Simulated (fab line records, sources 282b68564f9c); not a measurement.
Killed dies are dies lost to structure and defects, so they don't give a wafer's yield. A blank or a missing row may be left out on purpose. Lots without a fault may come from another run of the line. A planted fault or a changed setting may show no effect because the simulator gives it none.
Tool commonality check | flow rit_cmos | 13 lots, 39 wafers sampled

WHY IT WAS OPENED
At RIT_NLDD_TW_MEAS_10 the reading NLDD_TW is flagged on 2 of 13 lots. Wafers without a fault read 2477, standard deviation 23.
Rule: a lot is flagged when every wafer of it that has a number lies more than 4 standard deviations from that mean, or none has a number. The other lots count as sound.

lot  | measured    | on            | NLDD_TW, wafer by wafer | flag
L747 | day 2 22:01 | film_metro-03 | 2443 2445 2438          |
L748 | day 2 23:23 | film_metro-03 | 2458 2462 2448          |
L749 | day 3 08:52 | film_metro-03 | 2444 2458 2435          |
L750 | day 3 10:45 | film_metro-01 | 2499 2509 2486          |
L751 | day 3 14:37 | film_metro-03 | 30 30 30                | FLAGGED
L754 | day 4 05:46 | film_metro-03 | 30 30 30                | FLAGGED
L757 | day 4 19:25 | film_metro-01 | 2513 2511 2521          |
L765 | day 6 17:33 | film_metro-03 | 2476 2460 2459          |
L766 | day 6 17:49 | film_metro-01 | 2504 2498 2495          |
L767 | day 6 21:26 | film_metro-02 | 2460 2471 2472          |
L768 | day 7 03:13 | film_metro-03 | 2448 2457 2464          |
L769 | day 7 08:02 | film_metro-02 | 2476 2478 2472          |
L770 | day 7 13:26 | film_metro-02 | 2467 2477 2463          |
The numbers of the flagged lots are 30 on average: -2447 against the usual, or -99 or more standard deviations.

WHICH TOOL RAN EACH LOT
The record holds 2 process steps before the reading, out of a route of 202 steps. In each cell: the tool, then ch and the chambers that the sampled wafers went through, then the start.
lot  | flag    | RIT_GATE_ETCH_19                | RIT_NLDD_DEVELOP_05
L747 |         | rie_si-02 ch 0,2, day 2 16:46   | litho_track-02 ch 0, day 2 21:00
L748 |         | rie_si-01 ch 0,2,3, day 2 17:30 | litho_track-03 ch 0, day 2 22:00
L749 |         | rie_si-02 ch 1,2, day 3 04:03   | litho_track-03 ch 0, day 3 08:00
L750 |         | rie_si-01 ch 0,1, day 3 05:37   | litho_track-01 ch 0, day 3 10:00
L751 | FLAGGED | rie_si-02 ch 0,2,3, day 3 09:52 | litho_track-03 ch 0, day 3 13:00
L754 | FLAGGED | rie_si-01 ch 0,3, day 4 01:01   | litho_track-03 ch 0, day 4 05:00
L757 |         | rie_si-02 ch 1,3, day 4 14:29   | litho_track-01 ch 0, day 4 18:00
L765 |         | rie_si-02 ch 0,1,2, day 6 11:38 | litho_track-01 ch 0, day 6 16:00
L766 |         | rie_si-01 ch 0,1,3, day 6 12:55 | litho_track-02 ch 0, day 6 17:00
L767 |         | rie_si-02 ch 2,3, day 6 16:38   | litho_track-01 ch 0, day 6 20:00
L768 |         | rie_si-01 ch 0,1,3, day 6 22:20 | litho_track-01 ch 0, day 7 02:00
L769 |         | rie_si-02 ch 0,2, day 7 02:35   | litho_track-02 ch 0, day 7 07:00
L770 |         | rie_si-01 ch 1,3, day 7 07:35   | litho_track-02 ch 0, day 7 12:00
What these steps do:
- RIT_GATE_ETCH_19: etches poly-Si in SF6/CHF3/O2, stops on SiO2, time 165 s, target depth 312.5 nm.
- RIT_NLDD_DEVELOP_05: develop time 50 s.
- RIT_NLDD_TW_MEAS_10

FLAGGED OVER TOTAL, TOOL BY TOOL (the gauges that took the reading come last)
step                | tool           | lots run | flagged | share of the flagged lots | sound lots run after its first flagged lot
RIT_GATE_ETCH_19    | rie_si-01      | 6        | 1       | some                      | 3 (L766,L768,L770)
RIT_GATE_ETCH_19    | rie_si-02      | 7        | 1       | some                      | 4 (L757,L765,L767,L769)
RIT_NLDD_DEVELOP_05 | litho_track-01 | 5        | 0       | none                      | -
RIT_NLDD_DEVELOP_05 | litho_track-02 | 4        | 0       | none                      | -
RIT_NLDD_DEVELOP_05 | litho_track-03 | 4        | 2       | all                       | 0
RIT_NLDD_TW_MEAS_10 | film_metro-01  | 3        | 0       | none                      | -
RIT_NLDD_TW_MEAS_10 | film_metro-02  | 3        | 0       | none                      | -
RIT_NLDD_TW_MEAS_10 | film_metro-03  | 7        | 2       | all                       | 2 (L765,L768)

WHAT THE TABLE ALLOWS
2 rows of the table ran every flagged lot: litho_track-03 at RIT_NLDD_DEVELOP_05, film_metro-03 at RIT_NLDD_TW_MEAS_10.
- litho_track-03 at RIT_NLDD_DEVELOP_05: 2 of its 4 lots flagged. Its last sound lot is L749 (day 3 08:00), its first flagged lot L751 (day 3 13:00): a fault that began between those two fits.
- film_metro-03 at RIT_NLDD_TW_MEAS_10: 2 of its 7 lots flagged. Sound lots ran on it after the first flagged one (L765, L768), which a lasting fault on the whole tool wouldn't allow.
One tool is left: litho_track-03 at RIT_NLDD_DEVELOP_05.

WHAT THE SIMULATOR HAD PUT IN
Process parameter drift: litho_track-03, from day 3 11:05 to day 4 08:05, at RIT_NLDD_DEVELOP_05. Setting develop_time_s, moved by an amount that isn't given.
Lots struck among those shown: L751, L754. The rule above found the same.
